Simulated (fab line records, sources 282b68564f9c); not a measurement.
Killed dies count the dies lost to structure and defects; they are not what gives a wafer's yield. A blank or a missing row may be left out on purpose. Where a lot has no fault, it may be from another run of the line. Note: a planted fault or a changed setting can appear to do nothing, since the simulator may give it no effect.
fab line records	flow ritCmos
[record] lots = 6	wafers = 18	lastDay = 8
route steps=202 shown PWELL@49 WELLDRIVE@50 NWELL@51 NRETRO@53 PRETRO@64 M1@202
lots that met no fault: from a run of the same line without faults
startH: start of the lot's first displayed wafer, in hours after the record's first day	waitH: hours from the lot's prior step to this one	" same as the row above	L1.1+2: a single row standing in for several wafers	- value missing, or start not given	* or withheld: withheld	< > ~ a bound
route shown NAME@n: a module of which the file shows steps, and the number in the route of the first	usual: mean and standard deviation over wafers with no fault	same: alike in all rows	chamber/n: place in a boat	sites: per-site readings	_std_site: their standard deviation	_edge_site: outer sites' mean less inner sites'	radiusMm: for every site, how far away it sits from the centre of the wafer	mask NAME#n: copy n	behind: the tool/chamber that last shaped the wafer	hold: cause of the lot's hold/its duration in hours/its outcome	device: whichever transistor did not switch (one of n, p or np)	end of line: the route-end tests of the same wafers	a step given without rows: its recipe and nothing more	killed: not the wafer's yield, but the dies lost to structure and defects at the first sort	map: a wafer's dies, x killed, . not, _ none there
set.NAME: the setting as run; set.NAME@STEP: as run at that earlier step	model.NAME: the simulator's own value behind a step, which no gauge read
lots seen at some steps along the route; tables by step, rows by wafer
services: the hour from which a tool's chamber was out of use, counted from the record's first day as startH (under 0 if before that day), plus the number of hours and why
[[steps]]
[step RIT_PWELL_TW_MEAS_10]
[usual] PWELL_TW = 961/8.3
lot.wafer	tool	chamber	startH	waitH	PWELL_TW
L735.1	filmMetro-04	-	25.87	0.1	971
L735.3	"	-	"	"	967
L735.4	"	-	"	"	963
L743.2	filmMetro-04	-	70.73	0.1	962
L743.3	"	-	"	"	963
L743.4	"	-	"	"	968
L748.1	filmMetro-01	-	88.86	0.1	952
L748.4	"	-	"	"	953
L748.6	"	-	"	"	956
L752.1	filmMetro-04	-	115.53	0.1	965
L752.4	"	-	"	"	966
L752.5	"	-	"	"	971
L754.1	filmMetro-02	-	123.17	0.1	961
L754.3	"	-	"	"	958
L754.4	"	-	"	"	961
L757.1	filmMetro-01	-	142.81	0.1	947
L757.4	"	-	"	"	951
L757.6	"	-	"	"	945
[step RIT_WELLDRIVE_ANNEAL_00]
[recipe] tempC = 1100	timeS = 14700	ambient = N2
[step RIT_WELLDRIVE_RS_MEAS_01]
[recipe] thkMeasGauge = four-point-probe
[usual] NWELL_RS = 275.5/0.85
lot.wafer	tool	chamber	startH	waitH	NWELL_RS[ohm/sq]
L735.1	filmMetro-01	-	32.62	0.0	274.5
L735.3	"	-	"	"	274.0
L735.4	"	-	"	"	274.9
L743.2	filmMetro-04	-	77.16	0.0	274.9
L743.3	"	-	"	"	275.2
L743.4	"	-	"	"	274.8
L748.1	filmMetro-04	-	95.39	0.0	275.4
L748.4	"	-	"	"	275.3
L748.6	"	-	"	"	275.4
L752.1	filmMetro-01	-	121.47	0.0	276.2
L752.4	"	-	"	"	275.6
L752.5	"	-	"	"	276.7
L754.1	filmMetro-04	-	128.31	0.0	275.3
L754.3	"	-	"	"	275.6
L754.4	"	-	"	"	275.4
L757.1	filmMetro-02	-	149.33	0.0	274.2
L757.4	"	-	"	"	276.3
L757.6	"	-	"	"	275.5
[step RIT_WELLDRIVE_RS_MEAS_02]
[recipe] thkMeasGauge = four-point-probe
[usual] PWELL_RS = 426.1/1.5
lot.wafer	tool	chamber	startH	waitH	PWELL_RS[ohm/sq]
L735.1	filmMetro-01	-	32.74	0.1	425.3
L735.3	"	-	"	"	424.3
L735.4	"	-	"	"	425.2
L743.2	filmMetro-04	-	77.28	0.1	424.4
L743.3	"	-	"	"	425.8
L743.4	"	-	"	"	424.8
L748.1	filmMetro-04	-	95.51	0.1	424.5
L748.4	"	-	"	"	425.3
L748.6	"	-	"	"	423.5
L752.1	filmMetro-01	-	121.59	0.1	425.1
L752.4	"	-	"	"	424.2
L752.5	"	-	"	"	425.2
L754.1	filmMetro-04	-	128.43	0.1	425.4
L754.3	"	-	"	"	427.2
L754.4	"	-	"	"	427.1
L757.1	filmMetro-02	-	149.45	0.1	426.5
L757.4	"	-	"	"	425.6
L757.6	"	-	"	"	427.2
[step RIT_NRETRO_HMDS_00]
[recipe] primeTimeS = 60	primeTempC = 140
[step RIT_NRETRO_COAT_01]
[recipe] resist = NOVOLAK	spinRpm = 2000	resistThkNm = 1300
[step RIT_NRETRO_SOFTBAKE_02]
[recipe] resist = NOVOLAK	tempC = 90	timeS = 60
[step RIT_NRETRO_EXPOSE_03]
[recipe] maskId = M4	na = 0.57	targetCdNm = 43900	doseMj = 250
[step RIT_NRETRO_PEB_04]
[recipe] resist = NOVOLAK	tempC = withheld	timeS = withheld
[step RIT_NRETRO_DEVELOP_05]
[recipe] resist = NOVOLAK	developTimeS = 68	devTempC = 23
[step RIT_NRETRO_OVL_MEAS_06]
[usual] NRETRO_OVL = 0.2/1.5
lot.wafer	tool	chamber	startH	waitH	NRETRO_OVL[nm]
L735.1	overlay-02	-	33.74	-	1.3
L735.3	"	-	"	"	0.7
L735.4	"	-	"	"	1.6
L743.2	overlay-02	-	78.26	-	-1.5
L743.3	"	-	"	"	-0.2
L743.4	"	-	"	"	-1.8
L748.1	overlay-01	-	96.63	-	3.0
L748.4	"	-	"	"	1.0
L748.6	"	-	"	"	2.3
L752.1	overlay-02	-	122.59	-	-1.8
L752.4	"	-	"	"	-1.5
L752.5	"	-	"	"	0.2
L754.1	overlay-02	-	129.43	-	2.1
L754.3	"	-	"	"	-0.3
L754.4	"	-	"	"	0.2
L757.1	overlay-02	-	150.45	-	2.5
L757.4	"	-	"	"	-0.3
L757.6	"	-	"	"	1.2
[step RIT_NRETRO_HARDBAKE_07]
[recipe] resist = NOVOLAK	tempC = 140	timeS = 120
[step RIT_NRETRO_IMPLANT_08]
[recipe] species = P	energyKev = 70	doseCm2 = 1e+13	tiltDeg = 7
[usual] beamEnergyKeV = 70.001/0.022
lot.wafer	tool	chamber	startH	waitH	beamEnergyKeV	model.implant.rpNm	model.implant.drpNm
L735.1	implanter-01	0	34.03	0.2	69.990	83.5	33.94
L735.3	"	0	"	"	69.978	83.5	33.94
L735.4	"	0	"	"	69.997	83.5	33.94
L743.2	implanter-04	0	78.57	0.2	70.006	86.77	33.94
L743.3	"	0	"	"	69.997	86.77	33.94
L743.4	"	0	"	"	70.011	86.77	33.94
L748.1	implanter-04	0	96.92	0.2	79.078	98.15	37.58
L748.4	"	0	"	"	79.087	98.15	37.58
L748.6	"	0	"	"	79.099	98.15	37.58
L752.1	implanter-04	0	122.88	0.2	79.108	95.44	37.58
L752.4	"	0	"	"	79.089	95.44	37.58
L752.5	"	0	"	"	79.100	95.44	37.58
L754.1	implanter-01	0	129.72	0.2	70.002	85.01	33.94
L754.3	"	0	"	"	70.024	85.01	33.94
L754.4	"	0	"	"	69.987	85.01	33.94
L757.1	implanter-01	0	150.74	0.2	70.057	83.43	33.94
L757.4	"	0	"	"	70.041	83.43	33.94
L757.6	"	0	"	"	70.047	83.43	33.94
[step RIT_NRETRO_STRIP_09]
[recipe] chemistry = O2	timeS = 180	resist = NOVOLAK	platenTempC = withheld	powerW = 500	pressureMtorr = 4000	o2FlowSccm = 4000
[usual] drypumpMotorCurrentA = 5.7/0.52
[same] timeS = 180
lot.wafer	tool	chamber	startH	waitH	drypumpMotorCurrentA	rfHoursCounterH
L735.1	plasmaAsher-03	0	34.18	0.1	6.2	23
L735.3	"	1	"	"	5.4	-
L735.4	"	0	"	"	6.1	-
L743.2	plasmaAsher-04	0	78.69	0.1	5.1	45
L743.3	"	1	"	"	6.2	-
L743.4	"	0	"	"	5.1	-
L748.1	plasmaAsher-03	0	97.07	0.1	6.2	30
L748.4	"	0	"	"	6.2	-
L748.6	"	0	"	"	6.2	-
L752.1	plasmaAsher-03	0	123.03	0.1	6.2	34
L752.4	"	0	"	"	6.1	-
L752.5	"	0	"	"	6.2	-
L754.1	plasmaAsher-01	0	129.87	0.1	5.1	47
L754.3	"	1	"	"	6.4	-
L754.4	"	0	"	"	5.1	-
L757.1	plasmaAsher-04	1	150.89	0.1	6.2	54
L757.4	"	1	"	"	6.2	-
L757.6	"	1	"	"	6.2	-
[step RIT_NRETRO_TW_MEAS_10]
[usual] NRETRO_TW = 1052/9.1
lot.wafer	tool	chamber	startH	waitH	NRETRO_TW
L735.1	filmMetro-03	-	34.35	0.1	1078
L735.3	"	-	"	"	1076
L735.4	"	-	"	"	1079
L743.2	filmMetro-02	-	78.88	0.1	1050
L743.3	"	-	"	"	1051
L743.4	"	-	"	"	1056
L748.1	filmMetro-01	-	97.24	0.1	1082
L748.4	"	-	"	"	1077
L748.6	"	-	"	"	1069
L752.1	filmMetro-01	-	123.20	0.1	1075
L752.4	"	-	"	"	1077
L752.5	"	-	"	"	1078
L754.1	filmMetro-01	-	130.04	0.1	1049
L754.3	"	-	"	"	1049
L754.4	"	-	"	"	1044
L757.1	filmMetro-02	-	151.06	0.1	1057
L757.4	"	-	"	"	1052
L757.6	"	-	"	"	1054
[step RIT_PRETRO_HMDS_00]
[recipe] primeTimeS = 60	primeTempC = 140
[step RIT_M1_PROBE_99]
[usual] killedAtContacts = 0.0/0.16	killedAtFrontEnd = 7/3.1	killedDies = 7/3.1	killedOpen = 3.6/2.2	killedShort = 3.4/2.1
[same] grossDies = 264	killed_at_M0_to_M3 = 0	killed_at_M4_up = 0	killedAtBackSide = 0	killedAtOther = 0
lot.wafer	tool	chamber	startH	waitH	killedAtContacts	killedAtFrontEnd	killedDies	killedOpen	killedShort
L748.1	prober-02	-	137.90	0.1	0	15	15	5	10
L748.4	prober-02	-	138.05	0.2	0	5	5	4	1
L748.6	prober-02	-	138.15	0.2	0	5	5	2	3
// killed by level:class
L748.1 GATE:geometricParticle:open=3 SPACER:geometricParticle:short=3 SILICIDE:geometricParticle:short=3 GATE:geometricParticle:short=2 SPACER:geometricParticle:open=2 FOX2:geometricParticle:short=1 REOX:geometricParticle:short=1
L748.4 GATE:geometricParticle:open=2 FOX2:geometricParticle:open=1 REOX:geometricParticle:open=1 REOX:geometricParticle:short=1
L748.6 FOX2:geometricParticle:short=2 FOX1:geometricParticle:short=1 REOX:geometricParticle:open=1 SPACER:geometricParticle:open=1
[[services]]
tool	chamber	startH	hours	kind
plasmaAsher-01	-	10.81	3.7	repair
implanter-01	-	22.32	3.6	pm
implanter-04	-	30.57	3.9	repair
plasmaAsher-01	-	38.09	5.4	repair
plasmaAsher-01	-	100.24	14.6	pm
plasmaAsher-03	-	103.58	2.8	pm
implanter-04	-	125.08	2.3	repair
[[key]]
[firstSign] step = RIT_NRETRO_IMPLANT_08	reading = beamEnergyKeV	direction = up	sigmas = 99+	usual = 70.001	struck = 79.094
[effect] step = RIT_NRETRO_TW_MEAS_10	reading = NRETRO_TW	direction = up	sigmas = 2.6	usual = 1052	struck = 1076
[modelEffect] step = RIT_NRETRO_IMPLANT_08	value = implant.rpNm	without = 85.36	struck = 96.79
metAt RIT_NRETRO_IMPLANT_08
struckWafers L748.1,L748.4,L748.6,L752.1,L752.4,L752.5
testerLeftOut L748,L752
onsetBetween 78.57 96.92
[fault] kind = processParameterDrift	tool = implanter-04	chamber = -	onsetH = 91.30	steps = RIT_NRETRO_IMPLANT_08	channel = energyKev	offset = 9.1	shape = step	endH = 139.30	actsIn = theseRecipesOnly	stated = 70
// testerLeftOut: of these lots the tester's yield and bins aren't shown, on N5 and GAA mostly nor the transistor test; their killed dies are dies lost to structure and defects alone, not to doping, threshold or leakage, so they don't give the yield
